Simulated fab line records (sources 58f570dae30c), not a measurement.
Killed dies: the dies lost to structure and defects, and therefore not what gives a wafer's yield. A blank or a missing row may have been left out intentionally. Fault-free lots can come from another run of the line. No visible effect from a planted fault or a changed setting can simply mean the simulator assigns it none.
Chamber matching    flow berkeley-cmos170    4 sister chambers for UCB170_ACTIVE_ETCH_15 on rie-diel-03
The step etches Si3N4 in CH3F/Ar/O2, stops on SiO2, target depth 242 nm, time 151 s. 14 wafers are shown with their chamber, then 7 later ones without.

WAFERS, EACH WITH ITS CHAMBER
wafer   chamber  drypump-motor-current-A (A)  throttle-valve-pct (%)  oes-product-au (a.u.)
L100.1  3        5.7                          8.10                    0.942
L100.2  2        5.5                          8.17                    0.940
L100.6  0        6.1                          8.02                    0.966
L102.2  2        5.5                          8.16                    0.928
L102.4  3        5.7                          8.09                    0.936
L102.6  1        5.0                          7.80                    0.946
L104.1  2        5.5                          8.18                    0.942
L104.2  1        5.0                          7.81                    0.950
L104.4  0        6.1                          8.04                    0.958
L105.1  0        6.1                          8.05                    0.944
L105.2  3        5.6                          8.10                    0.933
L105.6  2        5.5                          8.16                    0.940
L108.1  3        5.7                          8.10                    0.947
L108.2  0        6.1                          8.05                    0.953

SIGNATURES (averages over the wafers above)
reading                  chamber 0  chamber 1  chamber 2  chamber 3  scatter within a chamber
drypump-motor-current-A  6.100      5.000      5.500      5.675      0.0274
throttle-valve-pct       8.0400     7.8050     8.1675     8.0975     0.01
oes-product-au           0.95525    0.94800    0.93750    0.93950    0.00709
Rule: for a wafer and a chamber, the distance is found by dividing, reading by reading, the gap between the wafer's reading and the chamber's mean by the reading's scatter, squaring, summing and taking the root. If the next closest chamber is less than 2 further off than the closest, the wafer can't be placed; otherwise it belongs to the closest. The scatter: take each reading less its chamber's mean, square it, sum over the shown wafers, divide by the number of wafers less the number of chambers, and take the root.

WAFERS MISSING THEIR CHAMBER
wafer   drypump-motor-current-A (A)  throttle-valve-pct (%)  oes-product-au (a.u.)
L108.3  5.0                          7.81                    0.956
L113.2  5.0                          7.81                    0.954
L113.4  6.1                          8.06                    0.964
L113.6  5.5                          8.18                    0.941
L115.2  6.1                          8.03                    0.966
L115.3  5.0                          7.81                    0.958
L115.6  5.7                          8.10                    0.948

CHAMBER TAKEN BY EACH
wafer   from the rows above  in truth
L108.3  1                    1
L113.2  1                    1
L113.4  0                    0
L113.6  2                    2
L115.2  0                    0
L115.3  1                    1
L115.6  3                    3
Correctly placed: 7 of 7. Not placeable from these rows: 0. 0 placed wrongly.
